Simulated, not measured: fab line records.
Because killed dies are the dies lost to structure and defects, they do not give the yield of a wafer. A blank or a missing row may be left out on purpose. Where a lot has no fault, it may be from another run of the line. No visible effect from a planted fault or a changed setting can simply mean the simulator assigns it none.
Which tool did it? -- flow rit cmos -- 14 lots with 42 wafers sampled at 2 steps, on a route of 202 steps

## WHAT THE GAUGES SHOWED, per wafer
RIT_M1_OVL_MEAS_10. Usual: M1_OVL 1.0 nm, standard deviation 1.4.
lot,measured,on,M1_OVL (nm),flag
L668,day 3 07:02,overlay-01,1.2 3.0 4.6,
L669,day 3 13:12,overlay-01,-0.6 -0.9 -2.1,
L670,day 3 20:50,overlay-01,-0.8 -2.1 0.3,
L671,day 3 23:01,overlay-01,3.4 2.3 1.4,
L673,day 4 08:11,overlay-02,1.4 0.1 0.5,
L674,day 4 14:33,overlay-01,1.4 0.5 2.5,
L675,day 4 23:17,overlay-01,2.0 0.6 1.2,
L677,day 5 04:50,overlay-02,1.9 1.6 -1.7,
L678,day 5 09:13,overlay-01,0.2 -0.8 1.7,
L679,day 5 15:08,overlay-02,1.3 2.5 2.6,
L680,day 5 23:03,overlay-02,1.9 1.2 1.8,
L681,day 6 05:24,overlay-02,1.6 1.7 1.3,
L688,day 7 15:40,overlay-02,362.0 361.5 364.0,OFF
L689,day 7 18:04,overlay-02,361.4 362.3 361.2,OFF

## EACH LOT AND THE TOOL THAT RAN IT (in order: tool; ch and the chambers of the sampled wafers; start)
lot,RIT_M1_EXPOSE_06
L668,"iline stepper-02 ch 0, day 3 06:29"
L669,"iline stepper-01 ch 0, day 3 12:40"
L670,"iline stepper-01 ch 0, day 3 20:16"
L671,"iline stepper-02 ch 0, day 3 22:28"
L673,"iline stepper-02 ch 0, day 4 07:38"
L674,"iline stepper-02 ch 0, day 4 14:02"
L675,"iline stepper-02 ch 0, day 4 22:44"
L677,"iline stepper-01 ch 0, day 5 04:17"
L678,"iline stepper-01 ch 0, day 5 08:39"
L679,"iline stepper-01 ch 0, day 5 14:35"
L680,"iline stepper-01 ch 0, day 5 22:26"
L681,"iline stepper-01 ch 0, day 6 04:50"
L688,"iline stepper-02 ch 0, day 7 15:07"
L689,"iline stepper-02 ch 0, day 7 17:34"
- RIT_M1_EXPOSE_06: exposes mask M12, target cd 2600 nm.

## AS READ BY THE TOOLS THEMSELVES (means over the sampled wafers that have a number; for cases with no such wafer, the mark the record gives instead)
RIT_M1_EXPOSE_06. Usual: focus offset nm at 0.1 nm, with a standard deviation of 0.57.
lot,tool,focus offset nm (nm),flag
L668,iline stepper-02,0.0,
L669,iline stepper-01,-0.0,
L670,iline stepper-01,-0.2,
L671,iline stepper-02,0.0,
L673,iline stepper-02,0.6,
L674,iline stepper-02,-0.3,
L675,iline stepper-02,-0.5,
L677,iline stepper-01,-0.1,
L678,iline stepper-01,-0.2,
L679,iline stepper-01,0.5,
L680,iline stepper-01,0.6,
L681,iline stepper-01,-0.3,
L688,iline stepper-02,-0.4,
L689,iline stepper-02,-0.1,

## THE ANSWER, worked out from the rows above alone
Rule: take the mean of a lot's wafers that have a number; if it is more than 3 standard deviations from the usual mean, the lot is off. A lot without any number at a reading at which 4 lots or more have one is off too. The other lots that the step has rows for count as sound. First the gauges in route order, then the tools' own readings, where a lot's mean is used as printed above. At the first step where some lot is off, the reading lying furthest off is the one used; lots without a number count as furthest.
Off: L688, L689, at RIT_M1_OVL_MEAS_10 (M1_OVL).
If a tool, at a process step before that reading, ran all the lots that are off and no sound lot after the first of them, it fits. Gauges at RIT_M1_OVL_MEAS_10: tried the same way as those tools. Undecided on this evidence; 2 tools fit (iline stepper-02 at RIT_M1_EXPOSE_06, overlay-02 at RIT_M1_OVL_MEAS_10).

## WHAT THE SIMULATOR PUT IN
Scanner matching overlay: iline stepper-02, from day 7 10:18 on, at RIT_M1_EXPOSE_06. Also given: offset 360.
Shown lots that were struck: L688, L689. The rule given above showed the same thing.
